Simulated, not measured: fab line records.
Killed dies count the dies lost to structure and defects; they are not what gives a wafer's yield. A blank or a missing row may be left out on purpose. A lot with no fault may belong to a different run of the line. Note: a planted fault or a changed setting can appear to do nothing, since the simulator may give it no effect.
Tool commonality check / flow ritCmos / 15 lots, 54 wafers sampled

## REASON FOR OPENING
At RIT_GATE_THK_MEAS_07 the reading GATE_OXIDE_THK is flagged on 3 of 15 lots. No-fault wafers: 3.04 nm, standard deviation 0.062.
Rule: a lot is flagged in two cases, either no wafer of it has a number, or all its wafers with numbers fall more than 4 standard deviations from that mean. All remaining lots are regarded as sound.

lot=L259; measured=day 2 11:28; on=filmMetro-04; GATE_OXIDE_THK (nm), wafer by wafer=3.10 3.20 3.09; flag=
lot=L260; measured=day 2 15:37; on=filmMetro-01; GATE_OXIDE_THK (nm), wafer by wafer=2.99 3.04 3.00; flag=
lot=L261; measured=day 3 01:09; on=filmMetro-02; GATE_OXIDE_THK (nm), wafer by wafer=3.11 3.08 3.12; flag=
lot=L262; measured=day 3 03:03; on=filmMetro-01; GATE_OXIDE_THK (nm), wafer by wafer=2.95 2.93 3.01; flag=
lot=L263; measured=day 3 13:17; on=filmMetro-04; GATE_OXIDE_THK (nm), wafer by wafer=3.02 3.06 2.97; flag=
lot=L265; measured=day 3 19:46; on=filmMetro-04; GATE_OXIDE_THK (nm), wafer by wafer=3.17 3.02 3.10; flag=
lot=L266; measured=day 4 02:24; on=filmMetro-01; GATE_OXIDE_THK (nm), wafer by wafer=3.03 3.04 3.05; flag=
lot=L267; measured=day 4 11:12; on=filmMetro-04; GATE_OXIDE_THK (nm), wafer by wafer=5.19 5.16 5.16 5.11 5.17 5.15; flag=FLAGGED
lot=L269; measured=day 4 22:28; on=filmMetro-04; GATE_OXIDE_THK (nm), wafer by wafer=3.04 3.09 3.09; flag=
lot=L271; measured=day 5 02:25; on=filmMetro-01; GATE_OXIDE_THK (nm), wafer by wafer=3.05 3.03 2.98; flag=
lot=L270; measured=day 5 02:29; on=filmMetro-01; GATE_OXIDE_THK (nm), wafer by wafer=4.95 4.97 4.93 4.93 4.97 4.84; flag=FLAGGED
lot=L272; measured=day 5 09:20; on=filmMetro-02; GATE_OXIDE_THK (nm), wafer by wafer=5.31 5.24 5.28 5.29 5.27 5.27; flag=FLAGGED
lot=L279; measured=day 7 09:07; on=filmMetro-02; GATE_OXIDE_THK (nm), wafer by wafer=3.04 3.02 3.09; flag=
lot=L280; measured=day 7 09:07; on=filmMetro-04; GATE_OXIDE_THK (nm), wafer by wafer=2.97 2.87 2.97; flag=
lot=L281; measured=day 7 22:57; on=filmMetro-01; GATE_OXIDE_THK (nm), wafer by wafer=3.12 3.11 3.08; flag=
Average over the flagged lots: 5.12 nm; offset from the usual +2.08 nm, equal to +34 standard deviations.

## WHICH TOOL EACH LOT WENT THROUGH
2 process steps preceding the reading are held in the record, out of 202 steps in the route. Each cell gives the tool, then ch followed by the chambers the sampled wafers passed through, then the start.
lot=L259; flag=; RIT_ACTIVE_STRIP_14=plasmaAsher-04 ch 0,1, day 1 17:25; RIT_GATE_OXIDATION_05=furnace-04 ch 0, day 2 10:08
lot=L260; flag=; RIT_ACTIVE_STRIP_14=plasmaAsher-02 ch 0, day 1 20:45; RIT_GATE_OXIDATION_05=furnace-01 ch 0, day 2 13:16
lot=L261; flag=; RIT_ACTIVE_STRIP_14=plasmaAsher-01 ch 0,1, day 2 00:52; RIT_GATE_OXIDATION_05=furnace-03 ch 0, day 2 22:35
lot=L262; flag=; RIT_ACTIVE_STRIP_14=plasmaAsher-01 ch 0,1, day 2 05:54; RIT_GATE_OXIDATION_05=furnace-04 ch 0, day 3 01:42
lot=L263; flag=; RIT_ACTIVE_STRIP_14=plasmaAsher-02 ch 0,1, day 2 11:49; RIT_GATE_OXIDATION_05=furnace-01 ch 0, day 3 10:38
lot=L265; flag=; RIT_ACTIVE_STRIP_14=plasmaAsher-04 ch 0,1, day 2 21:41; RIT_GATE_OXIDATION_05=furnace-01 ch 0, day 3 16:46
lot=L266; flag=; RIT_ACTIVE_STRIP_14=plasmaAsher-02 ch 0,1, day 3 03:48; RIT_GATE_OXIDATION_05=furnace-03 ch 0, day 3 22:59
lot=L267; flag=FLAGGED; RIT_ACTIVE_STRIP_14=plasmaAsher-01 ch 0,1, day 3 07:19; RIT_GATE_OXIDATION_05=furnace-01 ch 0, day 4 06:33 and furnace-03 ch 0, day 4 09:38
lot=L269; flag=; RIT_ACTIVE_STRIP_14=plasmaAsher-01 ch 0,1, day 3 18:00; RIT_GATE_OXIDATION_05=furnace-03 ch 0, day 4 17:16
lot=L271; flag=; RIT_ACTIVE_STRIP_14=plasmaAsher-01 ch 0,1, day 4 04:47; RIT_GATE_OXIDATION_05=furnace-03 ch 0, day 5 01:05
lot=L270; flag=FLAGGED; RIT_ACTIVE_STRIP_14=plasmaAsher-01 ch 0,1, day 3 22:21; RIT_GATE_OXIDATION_05=furnace-03 ch 0, day 4 22:27
lot=L272; flag=FLAGGED; RIT_ACTIVE_STRIP_14=plasmaAsher-04 ch 0,1, day 4 08:38; RIT_GATE_OXIDATION_05=furnace-04 ch 0, day 5 06:03 and furnace-03 ch 0, day 5 07:31
lot=L279; flag=; RIT_ACTIVE_STRIP_14=plasmaAsher-01 ch 0,1, day 5 22:13; RIT_GATE_OXIDATION_05=furnace-01 ch 0, day 7 05:52
lot=L280; flag=; RIT_ACTIVE_STRIP_14=plasmaAsher-01 ch 0,1, day 6 00:22; RIT_GATE_OXIDATION_05=furnace-01 ch 0, day 7 05:52
lot=L281; flag=; RIT_ACTIVE_STRIP_14=plasmaAsher-01 ch 0,1, day 6 08:37; RIT_GATE_OXIDATION_05=furnace-03 ch 0, day 7 19:43
What the steps here do:
- RIT_ACTIVE_STRIP_14: strips in O2, time 180 s.
- RIT_GATE_OXIDATION_05: target thk 3 nm, ox time 270 s.
- RIT_GATE_THK_MEAS_07

## FLAGGED AGAINST TOTAL, ONE TOOL AT A TIME (gauges that did the reading follow at the end)
step=RIT_ACTIVE_STRIP_14; tool=plasmaAsher-01; lots run=9; flagged=2; share of the flagged lots=some; sound lots run after its first flagged lot=5 (L269,L271,L279,L280,L281)
step=RIT_ACTIVE_STRIP_14; tool=plasmaAsher-02; lots run=3; flagged=0; share of the flagged lots=none; sound lots run after its first flagged lot=-
step=RIT_ACTIVE_STRIP_14; tool=plasmaAsher-04; lots run=3; flagged=1; share of the flagged lots=some; sound lots run after its first flagged lot=0
step=RIT_GATE_OXIDATION_05; tool=furnace-01; lots run=6; flagged=1; share of the flagged lots=some; sound lots run after its first flagged lot=2 (L279,L280)
step=RIT_GATE_OXIDATION_05; tool=furnace-03; lots run=8; flagged=3; share of the flagged lots=all; sound lots run after its first flagged lot=3 (L269,L271,L281)
step=RIT_GATE_OXIDATION_05; tool=furnace-04; lots run=3; flagged=1; share of the flagged lots=some; sound lots run after its first flagged lot=0
step=RIT_GATE_THK_MEAS_07; tool=filmMetro-01; lots run=6; flagged=1; share of the flagged lots=some; sound lots run after its first flagged lot=1 (L281)
step=RIT_GATE_THK_MEAS_07; tool=filmMetro-02; lots run=3; flagged=1; share of the flagged lots=some; sound lots run after its first flagged lot=1 (L279)
step=RIT_GATE_THK_MEAS_07; tool=filmMetro-04; lots run=6; flagged=1; share of the flagged lots=some; sound lots run after its first flagged lot=2 (L269,L280)

## WHAT IS ALLOWED BY THE TABLE
All flagged lots share 1 row of the table, namely furnace-03 at RIT_GATE_OXIDATION_05.
- furnace-03 at RIT_GATE_OXIDATION_05 ran 8 lots, 3 of them flagged. Sound lots ran on it after the first flagged one (L269, L271, L281), which a lasting fault on the whole tool wouldn't allow.
None of the table's rows ran every flagged lot and, after the first, no sound lot.

## WHAT THE SIMULATOR HAD INSERTED
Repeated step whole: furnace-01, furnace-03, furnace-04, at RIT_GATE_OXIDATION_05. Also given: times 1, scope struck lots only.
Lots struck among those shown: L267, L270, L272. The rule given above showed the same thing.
